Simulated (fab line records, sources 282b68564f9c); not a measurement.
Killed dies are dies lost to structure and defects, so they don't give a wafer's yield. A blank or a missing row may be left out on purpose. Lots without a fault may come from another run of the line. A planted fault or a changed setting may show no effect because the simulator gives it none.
Which tool did it? | flow rit_cmos | 14 lots, 42 wafers sampled, at 2 steps of a route of 202

WHAT THE GAUGES READ, wafer by wafer
The record holds no reading of a measuring or inspecting step that can be judged against a usual standard deviation.

WHICH TOOL RAN EACH LOT (tool, then ch and the chambers of the sampled wafers, then the start)
lot  | RIT_GATE_CLEAN_02              | RIT_M1_PROBE_99
L348 | wet_bench-04 ch 1, day 2 15:11 | -
L349 | wet_bench-01 ch 2, day 2 19:22 | -
L350 | wet_bench-01 ch 1, day 3 00:34 | -
L351 | wet_bench-04 ch 3, day 3 05:52 | -
L352 | wet_bench-01 ch 2, day 3 12:05 | -
L353 | wet_bench-04 ch 2, day 3 17:42 | -
L354 | wet_bench-04 ch 3, day 3 19:56 | -
L355 | wet_bench-04 ch 3, day 4 01:11 | -
L356 | wet_bench-02 ch 1, day 4 06:28 | -
L357 | wet_bench-01 ch 3, day 4 11:52 | -
L359 | wet_bench-04 ch 1, day 5 00:28 | prober-01, day 6 04:05
L362 | wet_bench-04 ch 1, day 5 14:43 | prober-02, day 6 19:01
L368 | wet_bench-02 ch 0, day 6 19:49 | -
L369 | wet_bench-01 ch 3, day 7 01:04 | -
- RIT_GATE_CLEAN_02: cleans in dHF, time 30.81 s.
- RIT_M1_PROBE_99

WHAT THE TOOLS THEMSELVES READ (means of the sampled wafers that have a number; where no wafer has one, the mark that the record gives instead)
RIT_M1_PROBE_99.
lot  | tool      | killed_at_contacts | killed_at_front_end | killed_dies | killed_on_rim | killed_open | killed_short
L359 | prober-01 | 0.0                | 20                  | 20          | 9.7           | 3.3         | 3.3
L362 | prober-02 | 0.0                | 21                  | 21          | 9.7           | 2.0         | 5.7

THE ANSWER, worked out from the rows above alone
Rule: what is usual is taken from the lots themselves. Put in order of their means at a reading, lots are off if they are a third of the lots or fewer, leave a main group of 4 or more, and stand apart from it by a gap of 3 or more times the standard deviation of the main group's means; of several such gaps the widest counts. A main group whose means are all the same, to the digits that the tables above print for the reading, isn't used. A lot without any number at a reading at which 4 lots or more have one is off too. The other lots that the step has rows for count as sound. The gauges are gone through in route order, then the tools' own readings, and for those a lot's mean is taken as printed above. The first step at which some lot is off is used, and at that step the reading that is off furthest; a lot without a number counts as furthest.
No lot is off at any reading shown: from this, nothing can be told.

WHAT THE SIMULATOR HAD PUT IN
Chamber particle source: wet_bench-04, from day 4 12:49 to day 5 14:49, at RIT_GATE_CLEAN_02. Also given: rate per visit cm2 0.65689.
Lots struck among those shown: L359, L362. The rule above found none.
